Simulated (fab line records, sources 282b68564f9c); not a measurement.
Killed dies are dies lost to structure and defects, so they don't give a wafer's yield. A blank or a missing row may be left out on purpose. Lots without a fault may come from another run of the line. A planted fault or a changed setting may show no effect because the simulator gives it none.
A sampling plan put to the test | flow rit_cmos | one fab line, 11 faults that these records tell of, each judged on the records of the lots that it struck
The plan is the line's own looks: the steps of the route at which a gauge or an inspection reads the wafer and doesn't change it. A look can be judged if struck wafers have a number there and the file gives its usual mean and standard deviation on fault-free wafers. Caught: at a look after the fault's first step, the mean of the struck wafers lies 4 or more of those standard deviations (sigma) from the usual mean. On the tool: the same test on the tool's own readings at the fault's steps. Another recipe on the struck wafers, or a record that is blank for them alone, also counts as caught.

THE FAULTS, as the simulator had put them in
1. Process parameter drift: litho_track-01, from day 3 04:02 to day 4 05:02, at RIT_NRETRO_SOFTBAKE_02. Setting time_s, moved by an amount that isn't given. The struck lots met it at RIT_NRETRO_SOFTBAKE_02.
2. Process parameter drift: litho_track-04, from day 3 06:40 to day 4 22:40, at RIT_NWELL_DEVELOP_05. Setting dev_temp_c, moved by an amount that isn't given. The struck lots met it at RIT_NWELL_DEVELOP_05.
3. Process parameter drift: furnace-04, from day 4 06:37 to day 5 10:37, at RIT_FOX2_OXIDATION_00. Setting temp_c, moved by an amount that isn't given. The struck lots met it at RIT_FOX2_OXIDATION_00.
4. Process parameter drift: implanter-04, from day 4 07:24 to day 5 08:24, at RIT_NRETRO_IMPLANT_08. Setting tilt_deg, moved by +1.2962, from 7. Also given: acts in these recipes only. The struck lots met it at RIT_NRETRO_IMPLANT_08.
5. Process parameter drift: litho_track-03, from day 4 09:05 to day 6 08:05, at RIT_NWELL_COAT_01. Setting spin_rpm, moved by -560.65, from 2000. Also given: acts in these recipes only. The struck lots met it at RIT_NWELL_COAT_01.
6. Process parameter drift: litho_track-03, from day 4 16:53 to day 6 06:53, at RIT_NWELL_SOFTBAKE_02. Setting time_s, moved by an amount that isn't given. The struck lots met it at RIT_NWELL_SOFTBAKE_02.
7. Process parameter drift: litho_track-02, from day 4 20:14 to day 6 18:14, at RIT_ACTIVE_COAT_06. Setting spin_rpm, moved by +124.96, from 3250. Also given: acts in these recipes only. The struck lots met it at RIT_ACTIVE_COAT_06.
8. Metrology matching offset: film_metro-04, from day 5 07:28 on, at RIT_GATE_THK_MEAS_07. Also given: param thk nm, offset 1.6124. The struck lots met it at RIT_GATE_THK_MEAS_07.
9. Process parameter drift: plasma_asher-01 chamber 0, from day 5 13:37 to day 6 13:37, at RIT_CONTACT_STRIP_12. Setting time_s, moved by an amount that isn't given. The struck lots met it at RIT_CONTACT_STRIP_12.
10. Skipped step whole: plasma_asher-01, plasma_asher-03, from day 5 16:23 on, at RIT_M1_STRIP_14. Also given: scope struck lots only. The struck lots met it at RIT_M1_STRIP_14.
11. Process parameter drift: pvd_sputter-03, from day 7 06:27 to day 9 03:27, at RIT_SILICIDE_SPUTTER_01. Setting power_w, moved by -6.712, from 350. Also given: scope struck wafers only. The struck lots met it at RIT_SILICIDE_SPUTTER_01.

WHAT THE PLAN SAW
fault | on the tool itself                               | first look that catches it                      | reading, sigma | median hours from its first step to that look | hours from the fault's start to the first struck lot there | judged looks passed uncaught
1     | run_length_s +19 sigma                           | no look after it can be judged                  | -              | -                                             | -                                                          | 0
2     | developer_temp_C -9.6 sigma                      | no look after it can be judged                  | -              | -                                             | -                                                          | 0
3     | spike_tc_centre_C +11 sigma                      | no look after it can be judged                  | -              | -                                             | -                                                          | 0
4     | tilt_deg +64 sigma                               | no look after it can be judged                  | -              | -                                             | -                                                          | 0
5     | spin_speed_rpm -99 or beyond sigma               | none of the 2 looks that can be judged after it | -              | -                                             | -                                                          | 2
6     | run_length_s +98 sigma                           | no look after it can be judged                  | -              | -                                             | -                                                          | 0
7     | spin_speed_rpm +65 sigma                         | none of the 2 looks that can be judged after it | -              | -                                             | -                                                          | 2
8     | GATE_OXIDE_THK +25 sigma                         | no look after it can be judged                  | -              | -                                             | -                                                          | 0
9     | run_length_s +99 or beyond sigma                 | no look after it can be judged                  | -              | -                                             | -                                                          | 0
10    | the tool's record is blank for the struck wafers | no look after it can be judged                  | -              | -                                             | -                                                          | 0
11    | cathode_dc_power_W -99 or beyond sigma           | no look after it can be judged                  | -              | -                                             | -                                                          | 0
A dash: the fault isn't caught, or these records don't give the number.

Caught at a look: 0 of 11. Caught on the tool: 11 of 11. By one or the other: 11 of 11.
Caught on the tool alone: faults 1, 2, 3, 4, 5, 6, 7, 8, 9, 10, 11.
